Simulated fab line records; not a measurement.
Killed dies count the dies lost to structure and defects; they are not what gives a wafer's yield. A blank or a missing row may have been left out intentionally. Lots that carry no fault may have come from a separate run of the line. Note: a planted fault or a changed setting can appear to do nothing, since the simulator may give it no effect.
Which tool did it? | flow berkeleyCmos170 | 14 lots (42 wafers sampled), 1 step of a 331-step route

## WHAT THE GAUGES READ, wafer by wafer
No reading from a measuring or inspecting step in the record can be judged against a usual standard deviation.

## EACH LOT AND THE TOOL THAT RAN IT (in order: tool; ch and the chambers of the sampled wafers; start)
lot  | UCB170_NSD_EXPOSE_03
L935 | krfScanner-01 ch 0, day 8 07:44
L933 | krfScanner-01 ch 0, day 8 07:49
L934 | krfScanner-01 ch 0, day 8 07:57
L937 | krfScanner-02 ch 0, day 8 12:03
L936 | krfScanner-01 ch 0, day 8 12:20
L939 | krfScanner-02 ch 0, day 9 05:58
L940 | krfScanner-01 ch 0, day 9 06:11
L941 | krfScanner-02 ch 0, day 9 06:25
L943 | krfScanner-01 ch 0, day 9 20:24
L942 | krfScanner-02 ch 0, day 10 01:41
L947 | krfScanner-02 ch 0, day 10 13:26
L948 | krfScanner-01 ch 0, day 11 04:40
L950 | krfScanner-01 ch 0, day 11 15:49
L953 | krfScanner-02 ch 0, day 12 02:34
- UCB170_NSD_EXPOSE_03: exposes mask NSELECT MOD, target cd 1200 nm.

## WHAT THE TOOLS THEMSELVES READ (means of the sampled wafers that have a number; where no wafer has one, the mark that the record gives instead)
UCB170_NSD_EXPOSE_03.
lot  | tool          | exposureDoseMJCm2
L935 | krfScanner-01 | 29.977
L933 | krfScanner-01 | 30.003
L934 | krfScanner-01 | 30.006
L937 | krfScanner-02 | 30.017
L936 | krfScanner-01 | 29.983
L939 | krfScanner-02 | 30.017
L940 | krfScanner-01 | 30.031
L941 | krfScanner-02 | 29.998
L943 | krfScanner-01 | 29.998
L942 | krfScanner-02 | 29.992
L947 | krfScanner-02 | 30.047
L948 | krfScanner-01 | 29.637
L950 | krfScanner-01 | 29.719
L953 | krfScanner-02 | 30.014

## THE ANSWER, worked out from the rows above alone
Rule: the lots themselves supply what counts as usual. Put in order of their means at a reading, lots are off if they are a third of the lots or fewer, leave a main group of 4 or more, and stand apart from it by a gap of 3 or more times the standard deviation of the main group's means; of several such gaps the widest counts. The tables above print the reading to a certain number of digits; a main group whose means all agree to those digits is not used. A lot without any number at a reading at which 4 lots or more have one is off too. All remaining lots with rows at the step are treated as sound. Order of review: gauges by route order, followed by the tools' own readings, for which a lot's mean as printed above is used. The first step at which some lot is off is used, and at that step the reading that is off furthest; a lot without a number counts as furthest.
Off at UCB170_NSD_EXPOSE_03 (exposureDoseMJCm2): L948, L950. For the main group the mean is 30.007 and the standard deviation 0.019.
A tool fits if, at that step or a process step before it, it ran every lot that is off, and no sound lot after the first of them. One fits: UCB170_NSD_EXPOSE_03 on krfScanner-01. Its last sound lot is L943 (day 9 20:24), its first lot that is off L948 (day 11 04:40): a fault that began between those two fits.
On the lots that are off, the tool's own readings at UCB170_NSD_EXPOSE_03 differ by more than 5 times the standard deviation of the sound lots' means, which bears it out; exposureDoseMJCm2 reads 29.678 there versus 30.007 on the sound lots.

## WHAT HAD BEEN PUT IN BY THE SIMULATOR
Drift in process parameters on krfScanner-01 at UCB170_NSD_EXPOSE_03, starting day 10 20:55. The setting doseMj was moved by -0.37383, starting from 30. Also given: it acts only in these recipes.
Shown lots that were struck: L948, L950. This agrees with what the rule above found.
